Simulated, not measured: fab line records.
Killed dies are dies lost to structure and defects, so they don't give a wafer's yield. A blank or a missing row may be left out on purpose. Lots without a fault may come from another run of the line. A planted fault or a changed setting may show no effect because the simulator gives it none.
fab line records | flow berkeleyCmos170
record: lots: 13 | wafers: 39 | lastDay: 12
route steps=331 shown SPACER@171
lots with no fault: from the same line, run without faults
startH: the number of hours between the record's first day and the start of the first shown wafer of the lot | waitH: hours elapsed since this lot's preceding step | " unchanged from the row above | L1.1+2: several wafers, shown together as one row | - no value, or no start given | * or withheld: withheld | < > ~ a bound
route shown NAME@n: names a module that has steps shown in the file, with the first one's number in the route | usual: mean and standard deviation over wafers with no fault | same: alike in all rows | chamber/n: place in a boat | sites: the reading at each site | _std_site: their standard deviation | _edge_site: mean of outer sites minus mean of inner sites | radiusMm: for every site, how far away it sits from the centre of the wafer | mask NAME#n: copy n | behind: the tool/chamber that last shaped the wafer | hold: why the lot was held/for how many hours/how that ended | device: whichever transistor did not switch (one of n, p or np) | end of line: at the end of the route, the tests of the same wafers | where a step has no rows: the recipe by itself | killed: not the wafer's yield, but the dies lost to structure and defects at the first sort | map: a wafer's dies, x killed, . not, _ none there
set.NAME: the run value of the setting; set.NAME@STEP: its run value at that earlier step | model.NAME: the simulator's own value behind a step, which no gauge read
the route's steps for a sample of lots (tables are steps, rows are wafers)
services: from which hour (startH, from the record's first day; less than 0 if before it) a tool's chamber was out of use, for how many hours, and why
== steps ==
step: UCB170_SPACER_CVD_00
recipe: material: SiO2 | targetThkNm: 376 | tempC: 390 | precursor: TEOS/O2 | timeS: 47 | rfW: 550 | pressureMtorr: 9000
usual: heaterPowerW: 277/63
lot.wafer | tool     | chamber | startH | waitH | heaterPowerW
L950.3    | pecvd-03 | 0       | 152.01 | 0.0   | 289
L950.5    | "        | 2       | "      | "     | 234
L950.6    | "        | 1       | "      | "     | 336
L946.2    | pecvd-02 | 0       | 152.40 | 0.0   | 265
L946.4    | "        | 2       | "      | "     | 208
L946.6    | "        | 1       | "      | "     | 433
L947.2    | pecvd-04 | 2       | 153.39 | 0.0   | 301
L947.3    | "        | 1       | "      | "     | 267
L947.4    | "        | 1       | "      | "     | 272
L952.2    | pecvd-04 | 0       | 177.10 | 0.0   | 270
L952.5    | "        | 1       | "      | "     | 181
L952.6    | "        | 0       | "      | "     | 275
L954.1    | pecvd-03 | 1       | 188.13 | 0.0   | 341
L954.5    | "        | 0       | "      | "     | 267
L954.6    | "        | 2       | "      | "     | 218
L957.1    | pecvd-03 | 0       | 212.32 | 0.0   | 314
L957.4    | "        | 0       | "      | "     | 333
L957.6    | "        | 1       | "      | "     | 321
L958.1    | pecvd-02 | 2       | 212.32 | 0.0   | 218
L958.4    | "        | 1       | "      | "     | 433
L958.5    | "        | 2       | "      | "     | 243
L961.1    | pecvd-04 | 1       | 212.32 | 0.0   | 237
L961.3    | "        | 0       | "      | "     | 235
L961.5    | "        | 2       | "      | "     | 341
L963.3    | pecvd-04 | 0       | 235.15 | 0.0   | 269
L963.4    | "        | 2       | "      | "     | 296
L963.5    | "        | 0       | "      | "     | 275
L965.1    | pecvd-02 | 0       | 235.40 | 0.0   | 250
L965.2    | "        | 1       | "      | "     | 326
L965.4    | "        | 2       | "      | "     | 198
L964.1    | pecvd-04 | 2       | 235.67 | 0.0   | 250
L964.4    | "        | 2       | "      | "     | 283
L964.5    | "        | 1       | "      | "     | 240
L966.3    | pecvd-04 | 1       | 246.79 | 0.0   | 252
L966.4    | "        | 2       | "      | "     | 352
L966.6    | "        | 1       | "      | "     | 257
L969.1    | pecvd-04 | 0       | 259.16 | 0.0   | 257
L969.4    | "        | 1       | "      | "     | 236
L969.6    | "        | 0       | "      | "     | 259
step: UCB170_SPACER_THK_MEAS_01
recipe: reads: SiO2_of_SPACER_CVD_00
usual: SPACER_TEOS_THK: 376/4.7
lot.wafer | tool         | chamber | startH | waitH | hold                    | SPACER_TEOS_THK[nm]
L950.3    | filmMetro-02 | -       | 152.08 | 0.0   | -                       | 376
L950.5    | "            | -       | "      | "     | -                       | 383
L950.6    | "            | -       | "      | "     | -                       | 381
L946.2    | filmMetro-02 | -       | 152.45 | 0.0   | -                       | 382
L946.4    | "            | -       | "      | "     | -                       | 382
L946.6    | "            | -       | "      | "     | -                       | 384
L947.2    | filmMetro-02 | -       | 153.44 | 0.0   | -                       | 373
L947.3    | "            | -       | "      | "     | -                       | 373
L947.4    | "            | -       | "      | "     | -                       | 377
L952.2    | filmMetro-03 | -       | 177.15 | 0.0   | -                       | 375
L952.5    | "            | -       | "      | "     | -                       | 375
L952.6    | "            | -       | "      | "     | -                       | 386
L954.1    | filmMetro-04 | -       | 188.17 | 0.0   | awaitDispo/0.2h/release | 418
L954.5    | "            | -       | "      | "     | awaitDispo/0.2h/release | 425
L954.6    | "            | -       | "      | "     | awaitDispo/0.2h/release | 426
L954.1    | filmMetro-04 | -       | 188.40 | 0.2   | -                       | 418
L954.5    | "            | -       | "      | "     | -                       | 425
L954.6    | "            | -       | "      | "     | -                       | 427
L957.1    | filmMetro-03 | -       | 212.36 | 0.0   | awaitDispo/0.2h/release | 413
L957.4    | "            | -       | "      | "     | awaitDispo/0.2h/release | 418
L957.6    | "            | -       | "      | "     | awaitDispo/0.2h/release | 424
L957.1    | filmMetro-03 | -       | 212.59 | 0.2   | -                       | 414
L957.4    | "            | -       | "      | "     | -                       | 418
L957.6    | "            | -       | "      | "     | -                       | 424
L961.1    | filmMetro-02 | -       | 212.36 | 0.0   | -                       | 365
L961.3    | "            | -       | "      | "     | -                       | 363
L961.5    | "            | -       | "      | "     | -                       | 367
L958.1    | filmMetro-02 | -       | 212.42 | 0.1   | -                       | 376
L958.4    | "            | -       | "      | "     | -                       | 376
L958.5    | "            | -       | "      | "     | -                       | 379
L963.3    | filmMetro-02 | -       | 235.22 | 0.0   | -                       | 375
L963.4    | "            | -       | "      | "     | -                       | 370
L963.5    | "            | -       | "      | "     | -                       | 377
L965.1    | filmMetro-02 | -       | 235.44 | 0.0   | -                       | 367
L965.2    | "            | -       | "      | "     | -                       | 372
L965.4    | "            | -       | "      | "     | -                       | 377
L964.1    | filmMetro-04 | -       | 235.71 | 0.0   | -                       | 375
L964.4    | "            | -       | "      | "     | -                       | 377
L964.5    | "            | -       | "      | "     | -                       | 377
L966.3    | filmMetro-02 | -       | 246.85 | 0.0   | -                       | 370
L966.4    | "            | -       | "      | "     | -                       | 378
L966.6    | "            | -       | "      | "     | -                       | 380
L969.1    | filmMetro-03 | -       | 259.20 | 0.0   | -                       | 371
L969.4    | "            | -       | "      | "     | -                       | 378
L969.6    | "            | -       | "      | "     | -                       | 377
step: UCB170_SPACER_ETCHBACK_03
recipe: stopOn: Si | target: SiO2 | chemistry: CHF3/CF4/Ar | CHF3_flow_sccm: 50 | cf4FlowSccm: 10 | Ar_flow_sccm: 120 | pressureMtorr: 200 | rfW: 500 | targetDepthA: 3760 | timeS: 100
usual: drypumpMotorCurrentA: 5.5/0.48 | oesProductAu: 0.903/0.015 | throttleValvePct: 6.43/0.1
same: timeS: 100
lot.wafer | tool       | chamber | startH | waitH | drypumpMotorCurrentA | oesProductAu | rfHoursCounterH | throttleValvePct
L946.2    | rieDiel-03 | 3       | 154.91 | 0.0   | 5.7                  | 0.915        | 9               | 6.33
L946.4    | "          | 2       | "      | "     | 4.7                  | 0.923        | 57              | 6.43
L946.6    | "          | 1       | "      | "     | 5.1                  | 0.915        | -               | 6.43
L950.3    | rieDiel-02 | 3       | 154.91 | 0.0   | 5.9                  | 0.920        | 46              | 6.44
L950.5    | "          | 2       | "      | "     | 6.0                  | 0.901        | -               | 6.39
L950.6    | "          | 3       | "      | "     | 5.8                  | 0.936        | -               | 6.43
L947.2    | rieDiel-03 | 2       | 157.70 | 0.0   | 4.7                  | 0.904        | 57              | 6.44
L947.3    | "          | 3       | "      | "     | 5.7                  | 0.895        | 9               | 6.33
L947.4    | "          | 0       | "      | "     | 5.4                  | 0.929        | 35              | 6.54
L952.2    | rieDiel-04 | 2       | 180.08 | 0.0   | 5.2                  | 0.912        | 112             | 6.44
L952.5    | "          | 2       | "      | "     | 5.2                  | 0.908        | -               | 6.45
L952.6    | "          | 3       | "      | "     | 6.1                  | 0.911        | -               | 6.25
L954.1    | rieDiel-04 | 1       | 216.78 | 0.0   | 5.3                  | 0.972        | 80              | 6.33
L954.5    | "          | 3       | "      | "     | 6.1                  | 0.968        | -               | 6.26
L954.6    | "          | 2       | "      | "     | 5.1                  | 0.997        | -               | 6.46
L957.1    | rieDiel-02 | 1       | 216.78 | 0.0   | 5.9                  | 0.963        | 1               | 6.53
L957.4    | "          | 2       | "      | "     | 6.0                  | 0.965        | 43              | 6.41
L957.6    | "          | 1       | "      | "     | 5.8                  | 0.974        | -               | 6.52
L961.1    | rieDiel-03 | 1       | 216.78 | 0.0   | 5.1                  | 0.884        | 14              | 6.43
L961.3    | "          | 3       | "      | "     | 5.7                  | 0.871        | 11              | 6.30
L961.5    | "          | 3       | "      | "     | 5.7                  | 0.874        | -               | 6.32
L958.1    | rieDiel-03 | 3       | 216.85 | 0.1   | 5.7                  | 0.899        | 11              | 6.32
L958.4    | "          | 2       | "      | "     | 4.7                  | 0.906        | 60              | 6.43
L958.5    | "          | 1       | "      | "     | 5.1                  | 0.915        | -               | 6.44
L963.3    | rieDiel-03 | 1       | 241.39 | 0.0   | 5.1                  | 0.894        | 15              | 6.46
L963.4    | "          | 0       | "      | "     | 5.3                  | 0.908        | 38              | 6.54
L963.5    | "          | 2       | "      | "     | 4.7                  | 0.907        | -               | 6.42
L964.1    | rieDiel-04 | 3       | 241.39 | 0.0   | 6.0                  | 0.895        | 90              | 6.24
L964.4    | "          | 1       | "      | "     | 5.3                  | 0.917        | 82              | 6.32
L964.5    | "          | 2       | "      | "     | 5.1                  | 0.916        | -               | 6.46
L965.1    | rieDiel-02 | 3       | 241.39 | 0.0   | 5.9                  | 0.911        | 50              | 6.42
L965.2    | "          | 2       | "      | "     | 6.0                  | 0.891        | 44              | 6.40
L965.4    | "          | 1       | "      | "     | 5.8                  | 0.898        | 2               | 6.51
L966.3    | rieDiel-02 | 2       | 253.76 | 0.0   | 6.0                  | 0.883        | 45              | 6.38
L966.4    | "          | 0       | "      | "     | 4.8                  | 0.883        | 117             | 6.51
L966.6    | "          | 0       | "      | "     | 4.8                  | 0.889        | -               | 6.50
L969.1    | rieDiel-04 | 1       | 263.89 | 0.0   | 5.3                  | 0.902        | 83              | 6.32
L969.4    | "          | 3       | "      | "     | 6.1                  | 0.890        | -               | 6.24
L969.6    | "          | 0       | "      | "     | 6.2                  | 0.895        | -               | 6.63
== services ==
tool       | chamber | startH | hours | kind
rieDiel-02 | 0       | 129.30 | 7.8   | repair
pecvd-02   | -       | 130.18 | 0.5   | repair
pecvd-04   | -       | 135.50 | 14.0  | pm
pecvd-04   | 0       | 135.50 | 14.0  | ventCycle
pecvd-04   | 1       | 135.50 | 14.0  | ventCycle
pecvd-04   | 2       | 135.50 | 14.0  | ventCycle
rieDiel-04 | 0       | 137.80 | 2.4   | repair
pecvd-04   | 0       | 149.50 | -     | clean
pecvd-04   | 1       | 149.50 | -     | clean
pecvd-04   | 2       | 149.50 | -     | clean
rieDiel-04 | 1       | 165.43 | 3.0   | repair
pecvd-04   | -       | 172.65 | 3.1   | repair
rieDiel-02 | 1       | 189.88 | -     | clean
rieDiel-02 | 1       | 189.88 | 18.7  | scheduledDown
rieDiel-02 | 1       | 189.88 | 18.7  | ventCycle
rieDiel-03 | 2       | 218.54 | 1.2   | repair
pecvd-02   | -       | 242.50 | 14.0  | pm
pecvd-02   | 0       | 242.50 | 14.0  | ventCycle
pecvd-02   | 1       | 242.50 | 14.0  | ventCycle
pecvd-02   | 2       | 242.50 | 14.0  | ventCycle
rieDiel-04 | 0       | 253.11 | 6.5   | repair
pecvd-02   | 0       | 256.50 | -     | clean
pecvd-02   | 1       | 256.50 | -     | clean
rieDiel-04 | 2       | 259.17 | 15.0  | repair
== key ==
firstSign: step: UCB170_SPACER_THK_MEAS_01 | reading: visit | direction: added
effect: step: UCB170_SPACER_THK_MEAS_01 | reading: SPACER_TEOS_THK | direction: up | sigmas: 9.6 | usual: 376 | struck: 421
effect: step: UCB170_SPACER_ETCHBACK_03 | reading: oesProductAu | direction: up | sigmas: 4.6 | usual: 0.903 | struck: 0.973
metAt UCB170_SPACER_CVD_00
struckLots L954,L957
laterRowsLeftOut L957.6
sortLeftOut L954.1,L954.5,L954.6,L957.1,L957.4,L957.6
testerLeftOut L954,L957
onsetBetween 152.01 188.13
fault: kind: processParameterDrift | tool: pecvd-03 | chamber: - | onsetH: 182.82 | steps: UCB170_SPACER_CVD_00 | channel: targetThkNm | offset: 45.12 | shape: step | endH: 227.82 | actsIn: theseRecipesOnly | stated: 376
testerLeftOut: of these lots the tester's yield and bins aren't shown, on N5 and GAA mostly nor the transistor test; their killed dies are dies lost to structure and defects alone, not to doping, threshold or leakage, so they don't give the yield
sortLeftOut: the simulated sort isn't trusted on such a fault, so these wafers' sort isn't shown, and their yield isn't known
laterRowsLeftOut: the simulator's readings of these wafers behind a module that went badly wrong aren't trusted and aren't shown, but for the sort
